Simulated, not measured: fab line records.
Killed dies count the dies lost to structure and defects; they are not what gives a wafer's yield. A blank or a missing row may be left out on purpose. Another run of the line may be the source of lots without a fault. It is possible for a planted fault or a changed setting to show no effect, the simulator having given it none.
Which tool is to blame? | flow rit cmos | 14 lots, 42 wafers sampled, at 6 steps of a route of 202

WHAT THE GAUGES READ, wafer by wafer
RIT_PRETRO_TW_MEAS_10. Usual: PRETRO_TW typically reads 476, with standard deviation 5.3.
lot  | measured    | on            | PRETRO_TW   | flag
L562 | day 2 10:10 | film metro-01 | 488 483 485 |
L563 | day 2 14:25 | film metro-01 | 483 484 485 |
L564 | day 2 18:01 | film metro-02 | 467 469 464 |
L565 | day 3 00:04 | film metro-03 | 476 479 476 |
L567 | day 3 11:58 | film metro-02 | 466 468 465 |
L568 | day 3 17:16 | film metro-03 | 477 480 480 |
L569 | day 3 19:49 | film metro-03 | 478 477 480 |
L570 | day 4 00:59 | film metro-03 | 477 476 477 |
L571 | day 4 05:56 | film metro-02 | 470 470 469 |
L574 | day 5 06:20 | film metro-03 | 476 474 475 |
L578 | day 5 21:47 | film metro-03 | 475 476 475 |
L581 | day 6 10:17 | film metro-02 | 469 472 473 |
L582 | day 6 15:16 | film metro-03 | 479 479 479 |
L583 | day 6 18:23 | film metro-03 | 478 477 477 |

RIT_NLDD_TW_MEAS_10. Usual: NLDD_TW typically reads 2513, with standard deviation 30.
lot  | measured    | on            | NLDD_TW        | flag
L562 | day 2 20:06 | film metro-04 | 2490 2490 2488 |
L563 | day 3 02:57 | film metro-01 | 2540 2540 2549 |
L564 | day 3 05:33 | film metro-01 | 2550 2551 2548 |
L565 | day 3 12:50 | film metro-04 | 2466 2477 2481 |
L567 | day 4 00:07 | film metro-03 | 2479 2475 2487 |
L568 | day 4 05:33 | film metro-03 | 2482 2475 2481 |
L569 | day 4 09:03 | film metro-04 | 2488 2483 2497 |
L570 | day 4 18:23 | film metro-03 | 2496 2490 2497 |
L571 | day 5 00:16 | film metro-04 | 2498 2494 2508 |
L574 | day 5 20:42 | film metro-03 | 2734 2729 2728 | OFF
L578 | day 6 12:11 | film metro-04 | 2708 2706 2708 | OFF
L581 | day 6 22:50 | film metro-01 | 2544 2543 2573 |
L582 | day 7 02:01 | film metro-03 | 2501 2508 2513 |
L583 | day 7 05:03 | film metro-04 | 2488 2504 2474 |

RIT_SDANNEAL_RS_MEAS_07: measurement is done with a four-point probe. Usual: NLDD_RS typically reads 151.4 ohm/sq, with standard deviation 0.64.
lot  | measured    | on            | NLDD_RS (ohm/sq)  | flag
L562 | day 3 04:08 | film metro-01 | 151.5 151.9 151.4 |
L563 | day 3 10:57 | film metro-03 | 151.6 151.9 151.6 |
L564 | day 3 13:35 | film metro-01 | 151.7 151.2 151.2 |
L565 | day 3 21:11 | film metro-03 | 150.7 150.6 150.5 |
L567 | day 4 08:13 | film metro-03 | 151.9 151.8 152.0 |
L568 | day 4 13:27 | film metro-01 | 153.1 152.9 153.0 |
L569 | day 4 16:46 | film metro-04 | 152.3 151.8 151.9 |
L570 | day 5 02:08 | film metro-04 | 151.1 151.2 151.4 |
L571 | day 5 07:53 | film metro-03 | 151.6 151.2 151.2 |
L574 | day 6 04:41 | film metro-04 | 113.6 113.5 113.8 | OFF
L578 | day 6 22:26 | film metro-01 | 114.3 114.2 114.1 | OFF
L581 | day 7 07:01 | film metro-01 | 151.8 151.7 151.6 |
L582 | day 7 09:48 | film metro-04 | 151.4 150.6 150.7 |
L583 | day 7 13:03 | film metro-01 | 152.4 152.0 151.8 |

RIT_M1_RS_MEAS_01: measurement is done with a four-point probe. Usual: M1_AL_RS typically reads 0.0747 ohm/sq, with standard deviation 0.00079.
lot  | measured    | on            | M1_AL_RS (ohm/sq)    | flag
L562 | day 3 07:27 | film metro-01 | 0.0744 0.0748 0.0740 |
L563 | day 3 14:10 | film metro-01 | 0.0743 0.0744 0.0738 |
L564 | day 3 16:45 | film metro-01 | 0.0745 0.0757 0.0751 |
L565 | day 4 00:28 | film metro-04 | 0.0751 0.0744 0.0750 |
L567 | day 4 11:22 | film metro-03 | 0.0753 0.0747 0.0744 |
L568 | day 4 16:48 | film metro-01 | 0.0758 0.0753 0.0758 |
L569 | day 4 20:03 | film metro-03 | 0.0734 0.0741 0.0731 |
L570 | day 5 05:17 | film metro-04 | 0.0735 0.0733 0.0736 |
L571 | day 5 11:11 | film metro-04 | 0.0757 0.0750 0.0746 |
L574 | day 6 07:50 | film metro-04 | 0.0745 0.0730 0.0740 |
L578 | day 7 01:46 | film metro-04 | 0.0734 0.0741 0.0736 |
L581 | day 7 10:11 | film metro-01 | 0.0752 0.0761 0.0750 |
L582 | day 7 13:12 | film metro-04 | 0.0751 0.0754 0.0748 |
L583 | day 7 16:20 | film metro-03 | 0.0755 0.0751 0.0741 |

EACH LOT AND THE TOOL THAT RAN IT (in order: tool; ch and the chambers of the sampled wafers; start)
lot  | RIT_GATE_STRIP_20                   | RIT_NLDD_IMPLANT_08
L562 | plasma asher-01 ch 0, day 2 15:19   | implanter-04 ch 0, day 2 19:46
L563 | plasma asher-01 ch 1, day 2 21:58   | implanter-02 ch 0, day 3 02:38
L564 | plasma asher-03 ch 0,1, day 3 00:17 | implanter-02 ch 0, day 3 05:14
L565 | plasma asher-02 ch 0,1, day 3 07:26 | implanter-03 ch 0, day 3 12:33
L567 | plasma asher-01 ch 0,1, day 3 18:49 | implanter-03 ch 0, day 3 23:49
L568 | plasma asher-03 ch 0,1, day 3 23:43 | implanter-04 ch 0, day 4 05:13
L569 | plasma asher-01 ch 0,1, day 4 01:21 | implanter-02 ch 0, day 4 08:43
L570 | plasma asher-02 ch 0,1, day 4 12:19 | implanter-03 ch 0, day 4 18:04
L571 | plasma asher-02 ch 1, day 4 17:07   | implanter-03 ch 0, day 4 23:56
L574 | plasma asher-01 ch 0,1, day 5 14:26 | implanter-03 ch 0, day 5 20:25
L578 | plasma asher-01 ch 0,1, day 6 05:31 | implanter-03 ch 0, day 6 11:53
L581 | plasma asher-02 ch 0,1, day 6 17:49 | implanter-02 ch 0, day 6 22:32
L582 | plasma asher-03 ch 0,1, day 6 21:11 | implanter-04 ch 0, day 7 01:42
L583 | plasma asher-02 ch 1, day 7 00:02   | implanter-04 ch 0, day 7 04:43
- RIT_GATE_STRIP_20: strips in O2, time 180 s.
- RIT_NLDD_IMPLANT_08

WHAT THE TOOLS THEMSELVES READ (means of the sampled wafers that have a number; where no wafer has one, the mark that the record gives instead)
RIT_GATE_STRIP_20. Usual: drypump motor current A 5.84 A, standard deviation 0.22; rf refl power W 6.7 W, standard deviation 1.4.
lot  | tool            | drypump motor current A (A) | rf refl power W (W) | flag
L562 | plasma asher-01 | 5.65                        | 6.8                 |
L563 | plasma asher-01 | 5.78                        | 8.4                 |
L564 | plasma asher-03 | 6.11                        | 6.9                 |
L565 | plasma asher-02 | 5.63                        | 4.5                 |
L567 | plasma asher-01 | 5.71                        | 8.2                 |
L568 | plasma asher-03 | 6.13                        | 7.0                 |
L569 | plasma asher-01 | 5.73                        | 7.8                 |
L570 | plasma asher-02 | 5.65                        | 4.6                 |
L571 | plasma asher-02 | 5.65                        | 5.3                 |
L574 | plasma asher-01 | 5.68                        | 7.5                 |
L578 | plasma asher-01 | 5.70                        | 7.4                 |
L581 | plasma asher-02 | 5.65                        | 4.8                 |
L582 | plasma asher-03 | 6.10                        | 7.0                 |
L583 | plasma asher-02 | 5.64                        | 5.3                 |

RIT_NLDD_IMPLANT_08. Usual: beam on s 10.04 s, standard deviation 0.19; dose ions cm2 5e+14, standard deviation 5.2e+11; faraday current uA 1567, standard deviation 30.
lot  | tool         | beam on s (s) | dose ions cm2 | faraday current uA | flag
L562 | implanter-04 | 10.19         | 5e+14         | 1540               |
L563 | implanter-02 | 10.18         | 5e+14         | 1547               |
L564 | implanter-02 | 10.15         | 5e+14         | 1548               |
L565 | implanter-03 | 10.11         | 5e+14         | 1561               |
L567 | implanter-03 | 10.20         | 5e+14         | 1538               |
L568 | implanter-04 | 9.71          | 5e+14         | 1618               |
L569 | implanter-02 | 9.81          | 5e+14         | 1604               |
L570 | implanter-03 | 10.05         | 5e+14         | 1564               |
L571 | implanter-03 | 10.00         | 5e+14         | 1573               |
L574 | implanter-03 | 9.90          | 7e+14         | 2254               | OFF
L578 | implanter-03 | 10.07         | 7e+14         | 2219               | OFF
L581 | implanter-02 | 10.08         | 5e+14         | 1557               |
L582 | implanter-04 | 10.05         | 5e+14         | 1565               |
L583 | implanter-04 | 9.93          | 5e+14         | 1588               |

THE ANSWER, worked out from the rows above alone
Rule: lot off if the mean of its wafers having a number is beyond 3 standard deviations from the usual mean. Also off: a lot with no number at a reading for which 4 or more lots have one. Any other lot the step has rows for is counted as sound. After the gauges, taken in route order, come the tools' own readings; for these a lot's mean is taken, as printed above. The first step at which some lot is off is used, and at that step the reading that is off furthest; a lot without a number counts as furthest.
Off: at RIT_NLDD_TW_MEAS_10 (NLDD_TW), L574, L578.
If a tool, at a process step before that reading, ran all the lots that are off and no sound lot after the first of them, it fits. Not tried: the gauges at RIT_NLDD_TW_MEAS_10; whatever is off there is also off at RIT_NLDD_IMPLANT_08, on other tools, and gauge error can't account for it. 2 tools fit, plasma asher-01 at RIT_GATE_STRIP_20 and implanter-03 at RIT_NLDD_IMPLANT_08, so this cannot tell which one it is.

WHAT THE SIMULATOR PUT IN
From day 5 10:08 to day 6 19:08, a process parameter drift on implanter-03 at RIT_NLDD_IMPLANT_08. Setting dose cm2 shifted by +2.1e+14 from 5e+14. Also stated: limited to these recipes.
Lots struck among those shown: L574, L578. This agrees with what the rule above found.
